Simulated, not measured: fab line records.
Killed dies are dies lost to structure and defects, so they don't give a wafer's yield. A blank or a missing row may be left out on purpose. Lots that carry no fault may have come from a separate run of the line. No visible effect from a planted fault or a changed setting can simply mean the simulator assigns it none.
The tool behind it: which one?    flow berkeley_cmos170    48 wafers from 16 lots sampled at 4 of the route's 331 steps

WHAT EACH GAUGE READ, for each wafer
UCB170_NVT_OVL_MEAS_06.
lot   measured      on          NVT_OVL (nm)
L699  day 6 12:14   overlay-01  6 3 4
L700  day 6 12:22   overlay-01  12 0 7
L702  day 7 02:20   overlay-01  -2 -4 -5
L703  day 7 02:38   overlay-02  2 -4 -9
L705  day 7 14:42   overlay-01  11 19 5
L708  day 7 22:50   overlay-01  7 3 -1
L709  day 7 23:06   overlay-02  -5 -3 -1
L706  day 7 23:08   overlay-01  2 -2 -1
L707  day 7 23:22   overlay-02  -5 -4 2
L713  day 9 10:43   overlay-01  0 11 -5
L716  day 10 10:57  overlay-01  2 5 3
L717  day 10 11:19  overlay-01  6 5 5
L720  day 11 00:53  overlay-02  15 12 7
L721  day 11 01:03  overlay-02  3 -2 5
L719  day 11 01:09  overlay-02  6 5 8
L722  day 11 12:59  overlay-02  -8 -1 -10

UCB170_GATE_THK_MEAS_05.
lot   measured      on             GATE_POLY_THK (nm)
L699  day 7 05:26   film_metro-03  216.2 216.8 216.6
L700  day 7 05:26   film_metro-02  213.3 214.5 215.6
L702  day 7 19:59   film_metro-03  211.7 209.9 210.1
L703  day 7 20:01   film_metro-02  210.2 213.1 211.6
L705  day 8 05:42   film_metro-01  216.5 217.3 215.4
L708  day 8 14:41   film_metro-03  124.2 123.3 123.7
L709  day 8 14:43   film_metro-02  121.1 120.4 122.4
L706  day 8 14:44   film_metro-03  121.9 121.1 124.5
L707  day 8 14:46   film_metro-02  121.7 121.2 120.6
L713  day 10 02:52  film_metro-02  215.8 216.5 214.2
L716  day 11 03:10  film_metro-03  214.5 215.1 213.2
L717  day 11 03:10  film_metro-02  211.6 212.7 213.7
L720  day 11 20:39  film_metro-02  212.0 213.6 213.6
L721  day 11 20:35  film_metro-02  214.9 216.2 217.0
L719  day 11 20:35  film_metro-01  210.5 210.6 210.2
L722  day 12 02:51  film_metro-03  215.0 213.8 215.1

UCB170_GATE_CD_MEAS_12: target cd 350 nm.
lot   measured      on         cd_nm (nm)
L699  day 7 07:12   cd_sem-01  349.6 351.0 349.8
L700  day 7 07:16   cd_sem-02  349.6 350.3 349.8
L702  day 7 21:16   cd_sem-02  351.6 350.7 350.8
L703  day 7 21:35   cd_sem-02  348.7 350.1 351.0
L705  day 8 06:50   cd_sem-02  348.7 349.0 349.8
L708  day 8 15:50   cd_sem-01  352.4 350.5 351.5
L709  day 8 15:55   cd_sem-01  349.8 349.5 350.3
L706  day 8 16:10   cd_sem-01  347.2 348.8 348.4
L707  day 8 16:31   cd_sem-01  352.6 351.7 350.8
L713  day 10 03:56  cd_sem-02  350.4 349.4 349.1
L716  day 11 04:12  cd_sem-02  351.1 349.8 350.5
L717  day 11 04:31  cd_sem-01  348.6 349.1 350.0
L720  day 11 21:52  cd_sem-01  348.6 348.5 350.6
L721  day 11 21:29  cd_sem-01  347.8 349.4 349.2
L719  day 11 21:44  cd_sem-01  350.3 350.5 351.4
L722  day 12 04:30  cd_sem-02  350.0 351.2 350.2

WHICH TOOL RAN EACH LOT (tool, then ch and the chambers of the sampled wafers, then the start)
lot   UCB170_GATE_CVD_04
L699  lpcvd-02 ch 0, day 7 04:02
L700  lpcvd-02 ch 1, day 7 04:02
L702  lpcvd-01 ch 0, day 7 17:53
L703  lpcvd-01 ch 1, day 7 17:53
L705  lpcvd-02 ch 1, day 8 04:18
L708  lpcvd-01 ch 1, day 8 12:34
L709  lpcvd-01 ch 1, day 8 12:34
L706  lpcvd-01 ch 1, day 8 12:34
L707  lpcvd-01 ch 1, day 8 12:34
L713  lpcvd-02 ch 1, day 10 01:28
L716  lpcvd-01 ch 0, day 11 01:45
L717  lpcvd-01 ch 0, day 11 01:45
L720  lpcvd-01 ch 1, day 11 19:11
L721  lpcvd-01 ch 0, day 11 19:11
L719  lpcvd-01 ch 0, day 11 19:11
L722  lpcvd-02 ch 1, day 12 01:26
- UCB170_GATE_CVD_04: deposits poly-Si from SiH4, time 1440 s, target thk 214 nm.

AS READ BY THE TOOLS THEMSELVES (means over the sampled wafers that have a number; for cases with no such wafer, the mark the record gives instead)
UCB170_GATE_CVD_04.
lot   tool      spike_tc_source_C (C)
L699  lpcvd-02  633
L700  lpcvd-02  625
L702  lpcvd-01  632
L703  lpcvd-01  626
L705  lpcvd-02  623
L708  lpcvd-01  626
L709  lpcvd-01  625
L706  lpcvd-01  626
L707  lpcvd-01  626
L713  lpcvd-02  624
L716  lpcvd-01  632
L717  lpcvd-01  632
L720  lpcvd-01  627
L721  lpcvd-01  633
L719  lpcvd-01  632
L722  lpcvd-02  624

THE ANSWER, worked out from the rows above alone
Rule: the usual values come from the lots themselves. The widest of any qualifying gaps counts: lots, ordered by their means at a reading, are off when they make up no more than a third of the lots, leave a main group of 4 or more, and stand apart from it by 3 or more times the standard deviation of that group's means. A main group is skipped when, at the precision printed for the reading in the tables above, its means are all equal. Also off: a lot with no number at a reading for which 4 or more lots have one. All remaining lots with rows at the step are treated as sound. First the gauges in route order, then the tools' own readings, where a lot's mean is used as printed above. The first step at which some lot is off is used, and at that step the reading that is off furthest; a lot without a number counts as furthest.
Off: L708, L709, L706, L707, at UCB170_GATE_THK_MEAS_05 (GATE_POLY_THK). Main group: mean 213.8 nm, sd 2.1.
If a tool, at a process step before that reading, ran all the lots that are off and no sound lot after the first of them, it fits. Those tools and the gauges at UCB170_GATE_THK_MEAS_05 are tried in the same way. Of those tried, none fits.

WHAT THE SIMULATOR PUT IN
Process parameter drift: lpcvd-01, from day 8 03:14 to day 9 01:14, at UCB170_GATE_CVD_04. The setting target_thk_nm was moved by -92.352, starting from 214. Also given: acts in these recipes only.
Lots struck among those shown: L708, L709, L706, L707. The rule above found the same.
